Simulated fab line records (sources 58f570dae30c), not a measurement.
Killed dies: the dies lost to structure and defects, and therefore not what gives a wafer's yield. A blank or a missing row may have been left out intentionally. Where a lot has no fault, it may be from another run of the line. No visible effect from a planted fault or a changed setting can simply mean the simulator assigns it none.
A lot that was struck, set against a sound lot + flow berkeley-cmos170 + 15 out of 331 route steps
Sound: the wafers L609.3, L609.4, L609.6. Wafers L624.1, L624.5, L624.6 were the ones struck. Last of all comes the cause.
Order at every step that has rows: each side's tool, ch and its chambers, its first start. Under that, the readings that differ: sound wafers + struck wafers + difference of the means + sigmas: that difference in standard deviations of wafers without a fault.
alike: readings with means less than 2 such deviations apart, plus words and numbers identical on both sides. not compared: withheld readings, readings lacking a value on some wafer, bounds such as >300 that could conceal the same value, and numbers that have no deviation in the record and whose values overlap.
The two part at a step that has a row with sigmas, a row that says differs or no value, or rows on one side only. Non-overlapping numbers with no deviation appear without sigmas and do not part them. Lack of a reading on every wafer of one side parts them only where that side has two or more wafers.

first, 2 steps without rows for these wafers: UCB170_ACTIVE_ANNEAL_04 (time 900 s); UCB170_ACTIVE_CVD_05 (deposits Si3N4 from SiH2Cl2/NH3, target thk 220 nm, time 3300 s).
UCB170_ACTIVE_THK_MEAS_06:
  sound on film-metro-02 at day 5 16:20; struck on film-metro-04 at day 9 02:13
  alike: ACTIVE_NITRIDE_THK
then, 6 steps without rows for these wafers: UCB170_ACTIVE_HMDS_07 (prime time 60 s); UCB170_ACTIVE_COAT_08 (resist thk 900 nm); UCB170_ACTIVE_SOFTBAKE_09 (time 60 s); UCB170_ACTIVE_EXPOSE_10 (exposes mask ACTIVE, target cd 1200 nm); UCB170_ACTIVE_PEB_11; UCB170_ACTIVE_DEVELOP_12 (develop time 45 s).
UCB170_ACTIVE_CD_MEAS_13: target cd 1200 nm.
  sound on cd-sem-02 at day 5 17:34; struck on cd-sem-01 at day 9 03:29
  alike: cd-nm
UCB170_ACTIVE_OVL_MEAS_14:
  sound on overlay-01 at day 5 17:40; struck on overlay-02 at day 9 03:36
| reading         | sound   | struck  | difference | sigmas |
|-----------------|---------|---------|------------|--------|
| ACTIVE_OVL (nm) | -2 2 -5 | 10 7 14 | +12        | +2     |
UCB170_ACTIVE_ETCH_15: etches Si3N4 in CH3F/Ar/O2, stops on SiO2, target depth 242 nm, time 151 s.
  sound on rie-diel-02 ch 0,1,3, day 5 17:41; struck on rie-diel-01 ch 1,2, day 9 03:38
  alike: drypump-motor-current-A, oes-product-au, throttle-valve-pct
  not compared: rf-hours-counter-h
UCB170_ACTIVE_STRIP_16: strips in O2.
  sound on plasma-asher-04 ch 0,1, day 5 17:49; struck on plasma-asher-02 ch 0,1, day 9 03:44
  no value came back on the struck wafers for chamber-pressure-mTorr (mTorr), drypump-motor-current-A (A), oes-product-au (a.u.), strip-time-to-endpoint-s (s); on the sound wafers chamber-pressure-mTorr (mTorr) reads 3496 3508 3504
| reading                                 | sound | struck            | difference | sigmas |
|-----------------------------------------|-------|-------------------|------------|--------|
| model.KrF_of_ACTIVE_COAT_08.thk-nm (nm) | 0 0 0 | 726.4 724.5 723.2 | +724.7     |        |
  not compared: rf-hours-counter-h
UCB170_ACTIVE_CD_MEAS_90: target cd 1200 nm.
  sound on cd-sem-02 at day 5 17:58; struck on cd-sem-01 at day 9 03:50
  alike: cd-nm
-- the record jumps here: 5 days lie between the struck wafers' starts before and after (it left off in module ACTIVE and takes up again in module M3, whose first step shown is number 331 of the route) --
UCB170_M3_PROBE_99:
  record: rows for the struck wafers here (prober-01, day 13 20:58), none for the sound ones

WHERE THEY PART
At UCB170_ACTIVE_OVL_MEAS_14 first; at UCB170_M3_PROBE_99 last (within this record only).

WHY: what the simulator had put in
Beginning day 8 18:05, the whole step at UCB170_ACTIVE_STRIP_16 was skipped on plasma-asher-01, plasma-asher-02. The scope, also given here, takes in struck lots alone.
